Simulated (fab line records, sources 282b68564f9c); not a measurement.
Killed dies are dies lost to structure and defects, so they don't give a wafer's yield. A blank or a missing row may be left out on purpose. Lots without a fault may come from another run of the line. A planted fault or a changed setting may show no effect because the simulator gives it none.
fab line records | flow rit_cmos
record lots=14 wafers=42 last_day=7
route steps=202 shown M1@184
lots that met no fault: from a run of the same line without faults
start_h: hours from the record's first day to the start of the lot's first wafer shown | wait_h: hours since the lot's step before | " the same as in the row above | L1.1+2: a row that stands for several wafers | - no value, or no start given | * or withheld: withheld | < > ~ a bound
route shown NAME@n: a module of which the file shows steps, and the number in the route of the first | usual: mean/standard deviation of fault-free wafers | same: alike in all rows | chamber/n: place in a boat | sites: the reading at each site | _std_site: their standard deviation | _edge_site: outer sites' mean less inner sites' | radius_mm: how far each site lies from the wafer's centre | mask NAME#n: copy n | behind: the tool/chamber that last shaped the wafer | hold: why the lot was held/for how many hours/how that ended | device: the transistor (n, p or np) that didn't switch | end of line: the same wafers' tests at the end of the route | a step without rows: its recipe alone | killed: dies lost to structure and defects at the first sort, not the wafer's yield | map: a wafer's dies, x killed, . not, _ none there
set.NAME: the setting as run; set.NAME@STEP: as run at that earlier step | model.NAME: the simulator's own value behind a step, which no gauge read
steps of the route over a sample of lots; a table a step, a row a wafer
services: from which hour (start_h, from the record's first day; less than 0 if before it) a tool's chamber was out of use, for how many hours, and why
## steps
# step RIT_M1_SPUTTER_00
# recipe material=Al target_thk_nm=400 power_w=2000 chamber_pressure_pa=0.4195 gas=Ar time_s=500 substrate_temp_c=25
# usual throttle_valve_pct=30.4/1
# columns lot.wafer tool chamber start_h wait_h throttle_valve_pct
L190.1 pvd_sputter-02 - 62.30 0.0 28.6
L190.2 " - " " 30.8
L190.5 " - " " 28.8
L191.3 pvd_sputter-03 - 64.85 0.0 32.0
L191.4 " - " " 31.0
L191.6 " - " " 31.0
L192.1 pvd_sputter-02 - 68.25 0.0 30.8
L192.3 " - " " 30.8
L192.4 " - " " 28.9
L193.2 pvd_sputter-03 - 73.54 0.0 31.6
L193.5 " - " " 31.1
L193.6 " - " " 31.7
L194.1 pvd_sputter-02 - 78.64 0.0 30.8
L194.2 " - " " 31.1
L194.5 " - " " 30.7
L195.3 pvd_sputter-03 - 85.43 0.0 28.8
L195.5 " - " " 29.2
L195.6 " - " " 30.9
L197.2 pvd_sputter-03 - 97.77 0.0 28.7
L197.3 " - " " 31.0
L197.6 " - " " 30.9
L199.1 pvd_sputter-03 - 105.66 0.0 31.1
L199.2 " - " " 30.9
L199.3 " - " " 31.8
L200.2 pvd_sputter-02 - 110.85 0.0 31.4
L200.3 " - " " 30.8
L200.4 " - " " 28.7
L200.2 pvd_sputter-02 - 111.31 0.3 31.0
L200.3 " - " " 30.7
L200.4 " - " " 28.8
L201.2 pvd_sputter-03 - 113.79 0.0 32.0
L201.4 " - " " 30.8
L201.5 " - " " 31.0
L202.2 pvd_sputter-02 - 118.59 0.0 30.9
L202.3 " - " " 28.8
L202.6 " - " " 28.9
L202.2 pvd_sputter-02 - 119.05 0.3 30.7
L202.3 " - " " 28.9
L202.6 " - " " 28.8
L203.3 pvd_sputter-03 - 122.32 0.0 31.7
L203.5 " - " " 30.8
L203.6 " - " " 29.1
L210.1 pvd_sputter-02 - 158.68 0.0 30.5
L210.2 " - " " 30.9
L210.5 " - " " 30.8
L211.1 pvd_sputter-03 - 162.56 0.0 28.9
L211.4 " - " " 30.9
L211.6 " - " " 29.1
# step RIT_M1_RS_MEAS_01
# recipe thk_meas_gauge=four-point-probe reads=Al_of_M1_SPUTTER_00
# usual M1_AL_RS=0.0751/0.0011
# columns lot.wafer tool chamber start_h wait_h M1_AL_RS[ohm/sq]
L190.1 film_metro-03 - 62.59 0.1 0.0765
L190.2 " - " " 0.0760
L190.5 " - " " 0.0765
L191.3 film_metro-01 - 65.18 0.2 0.0762
L191.4 " - " " 0.0759
L191.6 " - " " 0.0754
L192.1 film_metro-03 - 68.55 0.1 0.0750
L192.3 " - " " 0.0744
L192.4 " - " " 0.0754
L193.2 film_metro-03 - 73.86 0.2 0.0758
L193.5 " - " " 0.0752
L193.6 " - " " 0.0767
L194.1 film_metro-03 - 78.93 0.1 0.0731
L194.2 " - " " 0.0736
L194.5 " - " " 0.0732
L195.3 film_metro-02 - 85.77 0.2 0.0752
L195.5 " - " " 0.0750
L195.6 " - " " 0.0743
L197.2 film_metro-01 - 98.08 0.2 0.0747
L197.3 " - " " 0.0743
L197.6 " - " " 0.0741
L199.1 film_metro-01 - 105.95 0.1 0.0749
L199.2 " - " " 0.0756
L199.3 " - " " 0.0763
L200.2 film_metro-01 - 111.62 0.2 0.0364
L200.3 " - " " 0.0370
L200.4 " - " " 0.0372
L200.2 film_metro-01 - 111.91 0.3 0.0365
L200.3 " - " " 0.0370
L200.4 " - " " 0.0372
L201.2 film_metro-02 - 114.10 0.2 0.0773
L201.4 " - " " 0.0764
L201.5 " - " " 0.0757
L202.2 film_metro-01 - 119.37 0.2 0.0362
L202.3 " - " " 0.0371
L202.6 " - " " 0.0372
L202.2 film_metro-01 - 119.79 0.4 0.0362
L202.3 " - " " 0.0371
L202.6 " - " " 0.0372
L203.3 film_metro-02 - 122.65 0.2 0.0758
L203.5 " - " " 0.0745
L203.6 " - " " 0.0749
L210.1 film_metro-03 - 158.98 0.1 0.0752
L210.2 " - " " 0.0738
L210.5 " - " " 0.0733
L211.1 film_metro-01 - 162.85 0.1 0.0760
L211.4 " - " " 0.0771
L211.6 " - " " 0.0761
# step RIT_M1_PROBE_99
# usual defect_limited_yield=97.4/1.1 killed_at_contacts=0.0/0.22 killed_at_front_end=6.9/3 killed_dies=6.9/3 killed_open=3.5/2 killed_short=3.4/2.1 sort_bin_3_pad_short=0.1/0.23 sort_bin_5_function=1.5/0.85 sort_bin_6_memory=1.0/0.59 sort_n_pass=257.1/3 sort_yield_pct=97.4/1.1
# same gross_dies=264 killed_at_M0_to_M3=0 killed_at_M4_up=0 killed_at_back_side=0 killed_at_other=0
# columns lot.wafer tool chamber start_h wait_h defect_limited_yield[%] killed_at_contacts killed_at_front_end killed_dies killed_open killed_short sort_bin_3_pad_short[%] sort_bin_5_function[%] sort_bin_6_memory[%] sort_n_pass sort_yield_pct[%]
L190.1 prober-02 - 66.48 0.1 94.3 1 14 15 10 5 0 3.4 2.3 249.0 94.3
L190.2 prober-02 - 66.53 0.1 96.6 0 9 9 7 1 0 1.9 1.5 255.0 96.6
L190.5 prober-02 - 66.68 0.2 96.2 0 10 10 4 5 0 2.7 1.1 254.0 96.2
L191.3 prober-01 - 69.73 0.2 96.6 0 9 9 4 5 0.4 1.9 1.1 255.0 96.6
L191.4 prober-01 - 69.78 0.2 97.3 0 7 7 2 5 0 2.3 0.4 257.0 97.3
L191.6 prober-01 - 69.88 0.2 97.0 1 7 8 3 5 0 2.3 0.8 256.0 97.0
L192.1 prober-02 - 73.68 0.1 96.2 0 10 10 6 4 0.4 1.9 1.5 254.0 96.2
L192.3 prober-02 - 73.78 0.2 97.3 1 6 7 5 2 0 1.1 1.5 257.0 97.3
L192.4 prober-02 - 73.83 0.2 98.5 0 4 4 4 0 0 1.5 0 260.0 98.5
L193.2 prober-01 - 78.27 0.1 98.5 0 4 4 1 3 0 1.1 0.4 260.0 98.5
L193.5 prober-01 - 78.42 0.2 96.6 0 9 9 3 6 0 2.7 0.8 255.0 96.6
L193.6 prober-01 - 78.47 0.2 97.3 0 7 7 3 4 0 0.4 2.3 257.0 97.3
L194.1 prober-02 - 82.84 0.1 96.6 0 9 9 3 6 0.4 1.9 1.1 255.0 96.6
L194.2 prober-02 - 82.89 0.1 97.7 0 6 6 3 3 0 1.5 0.8 258.0 97.7
L194.5 prober-02 - 83.04 0.2 98.1 0 5 5 2 3 0 1.5 0.4 259.0 98.1
L195.3 prober-01 - 89.54 0.2 97.3 0 7 7 4 3 0 1.5 1.1 257.0 97.3
L195.5 prober-01 - 89.64 0.2 99.6 0 1 1 0 1 0 0.4 0 263.0 99.6
L195.6 prober-01 - 89.69 0.2 98.1 0 5 5 2 3 0 1.5 0.4 259.0 98.1
L197.2 prober-01 - 101.84 0.1 97.0 0 8 8 4 4 0.4 1.1 1.5 256.0 97.0
L197.3 prober-01 - 101.89 0.2 98.5 0 4 4 3 1 0 0.8 0.8 260.0 98.5
L197.6 prober-01 - 102.04 0.2 99.2 0 2 2 1 1 0 0.4 0.4 262.0 99.2
L199.1 prober-01 - 110.48 0.1 97.3 0 7 7 1 6 0.4 1.5 0.8 257.0 97.3
L199.2 prober-01 - 110.53 0.1 95.8 0 11 11 2 9 0 2.7 1.5 253.0 95.8
L199.3 prober-01 - 110.58 0.2 97.3 0 7 7 3 4 0.4 1.5 0.8 257.0 97.3
L201.2 prober-01 - 117.96 0.1 98.1 0 5 5 3 2 0 0.8 1.1 259.0 98.1
L201.4 prober-01 - 118.06 0.2 97.3 0 7 7 2 5 0 1.9 0.8 257.0 97.3
L201.5 prober-01 - 118.11 0.2 97.3 0 7 7 4 3 0 1.9 0.8 257.0 97.3
L203.3 prober-01 - 126.43 0.2 97.7 0 6 6 4 2 0 0.8 1.5 258.0 97.7
L203.5 prober-01 - 126.53 0.2 98.1 0 5 5 3 2 0 1.9 0 259.0 98.1
L203.6 prober-01 - 126.58 0.2 96.6 0 9 9 4 5 0.4 1.9 1.1 255.0 96.6
L210.1 prober-02 - 162.84 0.1 97.3 0 7 7 3 4 0 1.5 1.1 257.0 97.3
L210.2 prober-02 - 162.89 0.1 97.3 0 7 7 5 2 0.4 1.1 1.1 257.0 97.3
L210.5 prober-02 - 163.04 0.2 97.7 0 6 6 3 3 0 1.5 0.8 258.0 97.7
L211.1 prober-01 - 166.57 0.1 98.1 0 5 5 2 3 0 1.9 0 259.0 98.1
L211.4 prober-01 - 166.72 0.2 97.3 0 7 7 1 6 0 1.9 0.8 257.0 97.3
L211.6 prober-01 - 166.82 0.2 98.1 0 5 5 0 5 0 1.5 0.4 259.0 98.1
# killed by level:class
L190.1 SPACER:geometric_particle:open=3 SILICIDE:geometric_particle:open=3 FOX1:geometric_particle:short=2 FOX1:geometric_particle:open=2 FOX2:geometric_particle:short=1 GATE:geometric_particle:short=1 GATE:geometric_particle:open=1 SILICIDE:geometric_particle:short=1
L190.2 FOX2:geometric_particle:open=2 GATE:geometric_particle:open=2 FOX1:geometric_particle:open=1 FOX2:geometric_particle:short=1 SPACER:geometric_particle:open=1 SILICIDE:geometric_particle:open=1 ACTIVE:coat_microbubble_printed=1
L190.5 GATE:geometric_particle:open=2 SPACER:geometric_particle:short=2 FOX1:geometric_particle:open=1 FOX1:geometric_particle:short=1 FOX2:geometric_particle:open=1 FOX2:geometric_particle:short=1 GATE:geometric_particle:short=1 NWELL:coat_microbubble_printed=1
L191.3 GATE:geometric_particle:open=3 FOX1:geometric_particle:short=2 GATE:geometric_particle:short=1 REOX:geometric_particle:short=1 SPACER:geometric_particle:open=1 SILICIDE:geometric_particle:short=1
L191.4 GATE:geometric_particle:short=2 SPACER:geometric_particle:short=2 FOX1:geometric_particle:short=1 FOX2:geometric_particle:open=1 SPACER:geometric_particle:open=1
L191.6 GATE:geometric_particle:short=2 GATE:geometric_particle:open=2 FOX1:geometric_particle:short=1 FOX2:geometric_particle:short=1 SPACER:geometric_particle:short=1 CONTACT:geometric_particle:open=1
L192.1 GATE:geometric_particle:open=4 REOX:geometric_particle:short=2 FOX1:geometric_particle:open=1 FOX2:geometric_particle:short=1 GATE:geometric_particle:short=1 SPACER:geometric_particle:open=1
L192.3 GATE:geometric_particle:short=2 GATE:geometric_particle:open=2 FOX1:geometric_particle:open=1 REOX:geometric_particle:open=1 CONTACT:geometric_particle:open=1
L192.4 GATE:geometric_particle:open=2 SPACER:geometric_particle:open=1 SILICIDE:geometric_particle:open=1
L193.2 GATE:geometric_particle:short=2 FOX1:geometric_particle:short=1 REOX:geometric_particle:open=1
L193.5 GATE:geometric_particle:short=3 REOX:geometric_particle:short=2 SPACER:geometric_particle:open=2 GATE:geometric_particle:open=1 SPACER:geometric_particle:short=1
L193.6 GATE:geometric_particle:short=2 FOX1:geometric_particle:open=1 FOX2:geometric_particle:short=1 GATE:geometric_particle:open=1 SPACER:geometric_particle:open=1 SPACER:geometric_particle:short=1
L194.1 REOX:geometric_particle:short=3 GATE:geometric_particle:short=2 FOX1:geometric_particle:open=1 GATE:geometric_particle:open=1 SILICIDE:geometric_particle:open=1 SILICIDE:geometric_particle:short=1
L194.2 GATE:geometric_particle:short=3 GATE:geometric_particle:open=3
L194.5 SPACER:geometric_particle:short=3 GATE:geometric_particle:open=1 SILICIDE:geometric_particle:open=1
L195.3 REOX:geometric_particle:open=3 FOX2:geometric_particle:open=1 FOX2:geometric_particle:short=1 GATE:geometric_particle:short=1 SPACER:geometric_particle:short=1
L195.5 GATE:geometric_particle:short=1
L195.6 FOX1:geometric_particle:short=1 FOX2:geometric_particle:short=1 GATE:geometric_particle:short=1 GATE:geometric_particle:open=1 REOX:geometric_particle:open=1
L197.2 GATE:geometric_particle:open=4 GATE:geometric_particle:short=2 FOX1:geometric_particle:short=1 SILICIDE:geometric_particle:short=1
L197.3 FOX2:geometric_particle:short=1 GATE:geometric_particle:open=1 SPACER:geometric_particle:open=1 SILICIDE:geometric_particle:open=1
L197.6 FOX2:geometric_particle:short=1 GATE:geometric_particle:open=1
L199.1 GATE:geometric_particle:short=4 REOX:geometric_particle:short=2 FOX2:geometric_particle:open=1
L199.2 REOX:geometric_particle:short=4 FOX1:geometric_particle:short=2 GATE:geometric_particle:open=2 GATE:geometric_particle:short=2 SILICIDE:geometric_particle:short=1
L199.3 GATE:geometric_particle:short=2 SPACER:geometric_particle:short=2 FOX1:geometric_particle:open=1 GATE:geometric_particle:open=1 REOX:geometric_particle:open=1
L201.2 SILICIDE:geometric_particle:open=2 FOX1:geometric_particle:open=1 GATE:geometric_particle:short=1 REOX:geometric_particle:short=1
L201.4 GATE:geometric_particle:short=3 REOX:geometric_particle:open=1 SPACER:geometric_particle:short=1 SILICIDE:geometric_particle:short=1 SILICIDE:geometric_particle:open=1
L201.5 REOX:geometric_particle:open=2 SILICIDE:geometric_particle:open=2 REOX:geometric_particle:short=1 SPACER:geometric_particle:short=1 SILICIDE:geometric_particle:short=1
L203.3 SPACER:geometric_particle:short=2 FOX1:geometric_particle:open=1 FOX2:geometric_particle:open=1 REOX:geometric_particle:open=1 SILICIDE:geometric_particle:open=1
L203.5 GATE:geometric_particle:open=3 GATE:geometric_particle:short=2
L203.6 GATE:geometric_particle:open=2 GATE:geometric_particle:short=2 FOX1:geometric_particle:open=1 FOX1:geometric_particle:short=1 FOX2:geometric_particle:short=1 REOX:geometric_particle:short=1 SPACER:geometric_particle:open=1
L210.1 FOX1:geometric_particle:open=3 FOX1:geometric_particle:short=1 GATE:geometric_particle:short=1 REOX:geometric_particle:short=1 SILICIDE:geometric_particle:short=1
L210.2 GATE:geometric_particle:open=2 FOX1:geometric_particle:open=1 REOX:geometric_particle:short=1 REOX:geometric_particle:open=1 SPACER:geometric_particle:open=1 SPACER:geometric_particle:short=1
L210.5 GATE:geometric_particle:open=3 GATE:geometric_particle:short=2 REOX:geometric_particle:short=1
L211.1 SILICIDE:geometric_particle:short=2 FOX1:geometric_particle:open=1 FOX2:geometric_particle:short=1 GATE:geometric_particle:open=1
L211.4 SPACER:geometric_particle:short=2 SILICIDE:geometric_particle:short=2 FOX1:geometric_particle:open=1 GATE:geometric_particle:short=1 REOX:geometric_particle:short=1
L211.6 FOX1:geometric_particle:short=2 GATE:geometric_particle:short=2 SILICIDE:geometric_particle:short=1
## services
# columns tool chamber start_h hours kind
pvd_sputter-02 - 91.07 1.3 repair
## key
first_sign step=RIT_M1_SPUTTER_00 reading=visit direction=added
effect step=RIT_M1_RS_MEAS_01 reading=visit direction=added
effect step=RIT_M1_RS_MEAS_01 reading=M1_AL_RS direction=down sigmas=35 usual=0.0751 struck=0.0368
met_at RIT_M1_SPUTTER_00
struck_lots L200,L202
scrapped_behind RIT_M1_RS_MEAS_01 L200.2,L200.3,L200.4,L202.2,L202.3,L202.6
fault kind=repeated_step_whole tool=pvd_sputter-01,pvd_sputter-02,pvd_sputter-03 chamber=- onset_h=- steps=RIT_M1_SPUTTER_00 times=1 scope=struck_lots_only
